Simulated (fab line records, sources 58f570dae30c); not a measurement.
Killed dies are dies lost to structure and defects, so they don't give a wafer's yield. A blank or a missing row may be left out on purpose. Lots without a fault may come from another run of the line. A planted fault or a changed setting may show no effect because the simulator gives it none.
Problem report in the 8D (eight disciplines) form, filled by code | flow berkeley_cmos170 | the parts of the form that need people (team, actions taken, sign-off) are left out

1. THE PROBLEM
platen_rpm at UCB170_V1_CMP_02 reads a mean of 54.00 rpm on 9 wafers of 3 lots; wafers without a fault read 60.00 rpm with a standard deviation of 0.035. That is -99 or more standard deviations from the usual mean.
The step: polishes SiO2.
First seen on wafer L895.4, day 11 10:10, on cmp-02. The record holds 45 wafers of 15 lots with a number at this step. Rule for "out", or "out of limits": more than 4 standard deviations from the usual mean. The other wafers with a number count as sound.

2. WHAT IT IS AND WHAT IT IS NOT
question                    | is                     | is not
which readings at this step | platen_rpm             | motor_current_A, retaining_ring_pressure_frac
which lots                  | L894, L895, L896       | L879, L880, L881, L882, L883, L884, L885, L886, L891, L897, L900, L901
which wafers of those lots  | all that have a number | -
read on which tools         | cmp-02                 | cmp-01
when                        | from day 11 10:10      | up to then (27 sound wafers); but 9 sound wafers of L897, L900, L901 came after

3. SUSPECTS, AND WHAT RULES EACH OUT
Counting: a tool at a process step up to the reading stays a suspect if it ran every lot that is out and no sound lot after the first of them.
- cmp-02 at UCB170_V1_CMP_02 (polishes SiO2): kept. It ran every lot that is out, first L895 (day 11 10:10), and no sound lot after that; its last sound lot up to then is L884 (day 9 18:16). Its own readings are out on those wafers: platen_rpm.
Left after counting: cmp-02 at UCB170_V1_CMP_02.

4. THE CAUSE (what the simulator had put in)
Process parameter drift: cmp-02, from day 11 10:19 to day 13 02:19, at UCB170_V1_CMP_02. Setting platen_rpm, moved by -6, from 60. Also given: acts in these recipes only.
Counting left only this tool.

5. THE CHAIN OF EFFECTS, in route order
Each row: a reading whose mean over the struck wafers that have a number lies more than 3 standard deviations from the usual. Only readings for which the record gives a usual standard deviation are gone through. hours: the time from each lot's start at the first step in this table that gives one to its start at this step, as a median over the lots. sigmas: the change in usual standard deviations.
hours | step             | reading    | usual     | on struck wafers | change | sigmas
0     | UCB170_V1_CMP_02 | platen_rpm | 60.00 rpm | 54.00            | -6.00  | -99 or more
The process steps in it:
- UCB170_V1_CMP_02: polishes SiO2.
Later measuring or inspecting steps at which every struck wafer that the step has a row for has a number for every such reading, and none has moved that far: UCB170_V1_THK_MEAS_04.

6. WHAT WOULD HAVE CAUGHT IT SOONER
In this record the first reading out of limits was taken at day 11 10:10.
